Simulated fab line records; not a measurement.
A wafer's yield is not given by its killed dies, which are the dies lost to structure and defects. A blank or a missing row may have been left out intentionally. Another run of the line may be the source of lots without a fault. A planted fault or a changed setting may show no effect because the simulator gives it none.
The tool behind it: which one? || flow berkeley_cmos170 || Sampling: 15 lots, 45 wafers, 2 of 331 route steps

== WHAT EACH GAUGE READ, for each wafer ==
UCB170_ACTIVE_THK_MEAS_06. Usual: ACTIVE_NITRIDE_THK gives 220.6 nm (standard deviation 2.7).
{"lot": "L855", "measured": "day 4 06:46", "on": "film_metro-02", "ACTIVE_NITRIDE_THK (nm)": "218.8 220.2 218.5", "flag": ""}
{"lot": "L856", "measured": "day 4 14:25", "on": "film_metro-03", "ACTIVE_NITRIDE_THK (nm)": "224.6 225.8 225.5", "flag": ""}
{"lot": "L857", "measured": "day 4 14:24", "on": "film_metro-01", "ACTIVE_NITRIDE_THK (nm)": "222.4 221.4 223.1", "flag": ""}
{"lot": "L858", "measured": "day 4 21:08", "on": "film_metro-02", "ACTIVE_NITRIDE_THK (nm)": "220.8 220.1 220.1", "flag": ""}
{"lot": "L859", "measured": "day 5 02:41", "on": "film_metro-01", "ACTIVE_NITRIDE_THK (nm)": "225.3 227.6 225.3", "flag": ""}
{"lot": "L860", "measured": "day 5 06:56", "on": "film_metro-01", "ACTIVE_NITRIDE_THK (nm)": "219.7 217.3 218.5", "flag": ""}
{"lot": "L861", "measured": "day 5 18:21", "on": "film_metro-02", "ACTIVE_NITRIDE_THK (nm)": "214.6 215.7 216.6", "flag": ""}
{"lot": "L862", "measured": "day 5 18:20", "on": "film_metro-03", "ACTIVE_NITRIDE_THK (nm)": "219.1 219.2 220.0", "flag": ""}
{"lot": "L863", "measured": "day 6 05:28", "on": "film_metro-01", "ACTIVE_NITRIDE_THK (nm)": "220.0 219.0 219.3", "flag": ""}
{"lot": "L864", "measured": "day 6 05:26", "on": "film_metro-03", "ACTIVE_NITRIDE_THK (nm)": "220.2 220.3 219.1", "flag": ""}
{"lot": "L865", "measured": "day 6 12:56", "on": "film_metro-01", "ACTIVE_NITRIDE_THK (nm)": "220.4 221.2 221.5", "flag": ""}
{"lot": "L866", "measured": "day 6 12:56", "on": "film_metro-03", "ACTIVE_NITRIDE_THK (nm)": "219.0 220.4 220.0", "flag": ""}
{"lot": "L870", "measured": "day 7 13:29", "on": "film_metro-01", "ACTIVE_NITRIDE_THK (nm)": "272.2 272.9 273.9 272.2 272.9 273.9", "flag": "OFF"}
{"lot": "L871", "measured": "day 7 13:31", "on": "film_metro-03", "ACTIVE_NITRIDE_THK (nm)": "277.7 277.4 277.5 277.6 277.6 277.7", "flag": "OFF"}
{"lot": "L872", "measured": "day 7 13:29", "on": "film_metro-02", "ACTIVE_NITRIDE_THK (nm)": "273.7 273.9 274.1 273.8 273.9 274.3", "flag": "OFF"}

== TOOL THAT RAN EACH LOT (tool first, then ch and the chambers of the sampled wafers, then the start) ==
{"lot": "L855", "UCB170_ACTIVE_CVD_05": "lpcvd-01 ch 0, day 4 04:47"}
{"lot": "L856", "UCB170_ACTIVE_CVD_05": "lpcvd-01 ch 0, day 4 12:29"}
{"lot": "L857", "UCB170_ACTIVE_CVD_05": "lpcvd-01 ch 0, day 4 12:29"}
{"lot": "L858", "UCB170_ACTIVE_CVD_05": "lpcvd-02 ch 0, day 4 19:13"}
{"lot": "L859", "UCB170_ACTIVE_CVD_05": "lpcvd-01 ch 0, day 5 00:44"}
{"lot": "L860", "UCB170_ACTIVE_CVD_05": "lpcvd-01 ch 0, day 5 05:01"}
{"lot": "L861", "UCB170_ACTIVE_CVD_05": "lpcvd-01 ch 1, day 5 16:25"}
{"lot": "L862", "UCB170_ACTIVE_CVD_05": "lpcvd-01 ch 1, day 5 16:25"}
{"lot": "L863", "UCB170_ACTIVE_CVD_05": "lpcvd-01 ch 1, day 6 02:34"}
{"lot": "L864", "UCB170_ACTIVE_CVD_05": "lpcvd-01 ch 0, day 6 02:34"}
{"lot": "L865", "UCB170_ACTIVE_CVD_05": "lpcvd-02 ch 0, day 6 11:01"}
{"lot": "L866", "UCB170_ACTIVE_CVD_05": "lpcvd-02 ch 1, day 6 11:01"}
{"lot": "L870", "UCB170_ACTIVE_CVD_05": "lpcvd-01 ch 0, day 7 11:34"}
{"lot": "L871", "UCB170_ACTIVE_CVD_05": "lpcvd-01 ch 1, day 7 11:34"}
{"lot": "L872", "UCB170_ACTIVE_CVD_05": "lpcvd-01 ch 0, day 7 11:34"}
- UCB170_ACTIVE_CVD_05: deposits Si3N4 from SiH2Cl2/NH3, target thk 220 nm, time 3300 s.

== AS READ BY THE TOOLS THEMSELVES (means over the sampled wafers that have a number; for cases with no such wafer, the mark the record gives instead) ==
UCB170_ACTIVE_CVD_05. Usual: spike_tc_source_C 823.4 C, standard deviation 2.
{"lot": "L855", "tool": "lpcvd-01", "spike_tc_source_C (C)": 821.6, "flag": ""}
{"lot": "L856", "tool": "lpcvd-01", "spike_tc_source_C (C)": 822.5, "flag": ""}
{"lot": "L857", "tool": "lpcvd-01", "spike_tc_source_C (C)": 822.0, "flag": ""}
{"lot": "L858", "tool": "lpcvd-02", "spike_tc_source_C (C)": 820.8, "flag": ""}
{"lot": "L859", "tool": "lpcvd-01", "spike_tc_source_C (C)": 821.3, "flag": ""}
{"lot": "L860", "tool": "lpcvd-01", "spike_tc_source_C (C)": 822.0, "flag": ""}
{"lot": "L861", "tool": "lpcvd-01", "spike_tc_source_C (C)": 824.6, "flag": ""}
{"lot": "L862", "tool": "lpcvd-01", "spike_tc_source_C (C)": 825.8, "flag": ""}
{"lot": "L863", "tool": "lpcvd-01", "spike_tc_source_C (C)": 824.8, "flag": ""}
{"lot": "L864", "tool": "lpcvd-01", "spike_tc_source_C (C)": 822.6, "flag": ""}
{"lot": "L865", "tool": "lpcvd-02", "spike_tc_source_C (C)": 821.5, "flag": ""}
{"lot": "L866", "tool": "lpcvd-02", "spike_tc_source_C (C)": 826.2, "flag": ""}
{"lot": "L870", "tool": "lpcvd-01", "spike_tc_source_C (C)": 822.6, "flag": ""}
{"lot": "L871", "tool": "lpcvd-01", "spike_tc_source_C (C)": 826.2, "flag": ""}
{"lot": "L872", "tool": "lpcvd-01", "spike_tc_source_C (C)": 822.2, "flag": ""}

== THE ANSWER, worked out from the rows above alone ==
Rule: a lot is off if the mean of its wafers that have a number lies more than 3 standard deviations from the usual mean. A lot without any number at a reading at which 4 lots or more have one is off too. Any other lot the step has rows for is counted as sound. Order of review: gauges by route order, followed by the tools' own readings, for which a lot's mean as printed above is used. At the first step where some lot is off, the reading lying furthest off is the one used; lots without a number count as furthest.
Off: L870, L871, L872, seen at UCB170_ACTIVE_THK_MEAS_06 (ACTIVE_NITRIDE_THK).
A tool fits if, at a process step before that reading, it ran every lot that is off, and no sound lot after the first of them. Gauges at UCB170_ACTIVE_THK_MEAS_06: tried the same way as those tools. One candidate fits, namely lpcvd-01 at UCB170_ACTIVE_CVD_05. A fault onset in the window from L863 (day 6 02:34, its last sound lot) to L870 (day 7 11:34, its first lot off) fits.

== WHAT THE SIMULATOR HAD INSERTED ==
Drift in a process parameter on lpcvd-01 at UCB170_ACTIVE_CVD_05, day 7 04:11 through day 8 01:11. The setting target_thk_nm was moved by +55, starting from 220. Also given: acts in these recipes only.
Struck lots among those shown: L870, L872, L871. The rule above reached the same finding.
